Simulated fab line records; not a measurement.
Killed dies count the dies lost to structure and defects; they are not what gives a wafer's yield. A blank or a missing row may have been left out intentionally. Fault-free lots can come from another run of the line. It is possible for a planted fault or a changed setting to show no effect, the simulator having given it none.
Matching of chambers    flow berkeley_cmos170    UCB170_V1_CVD_00 on pecvd-04 has 3 sister chambers
The step deposits SiO2 from TEOS/O2, target thk 2000 nm, time 250 s. 14 wafers are shown with their chamber, then 7 later ones without.

WAFERS, EACH WITH ITS CHAMBER
wafer   chamber  heater_power_w (W)
L880.1  1        271
L880.4  0        219
L880.6  1        338
L882.2  0        276
L882.5  2        238
L882.6  0        216
L885.3  2        326
L885.4  1        243
L885.6  2        234
L889.2  0        246
L889.3  1        291
L889.4  0        307
L892.1  2        278
L892.4  2        233

SIGNATURES (means of the wafers above)
reading         chamber 0  chamber 1  chamber 2  scatter within a chamber
heater_power_w  252.80     285.75     261.80     39.7
Rule: distance of a wafer from a chamber = root of the sum over the readings of ((wafer's reading minus chamber's mean) / reading's scatter) squared. The wafer belongs to the nearest chamber; if the next one is less than 2 further off, it can't be placed. The scatter: the root of (the sum of the squares of (reading less its chamber's mean) over the shown wafers, divided by (wafers less chambers)).

WAFERS WHOSE CHAMBER IS MISSING
wafer   heater_power_w (W)
L892.5  246
L894.1  323
L894.4  246
L894.5  304
L893.2  249
L893.5  308
L893.6  231

EACH ONE'S CHAMBER
wafer   from the rows above           in truth
L892.5  can't be placed: 0 or 2 or 1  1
L894.1  can't be placed: 1 or 2 or 0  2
L894.4  can't be placed: 0 or 2 or 1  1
L894.5  can't be placed: 1 or 2 or 0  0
L893.2  can't be placed: 0 or 2 or 1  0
L893.5  can't be placed: 1 or 2 or 0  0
L893.6  can't be placed: 0 or 2 or 1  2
0 of 7 placed correctly. Unplaceable from these rows: 7, with the true chamber sitting among the candidates in 7. Wrongly placed: 0.
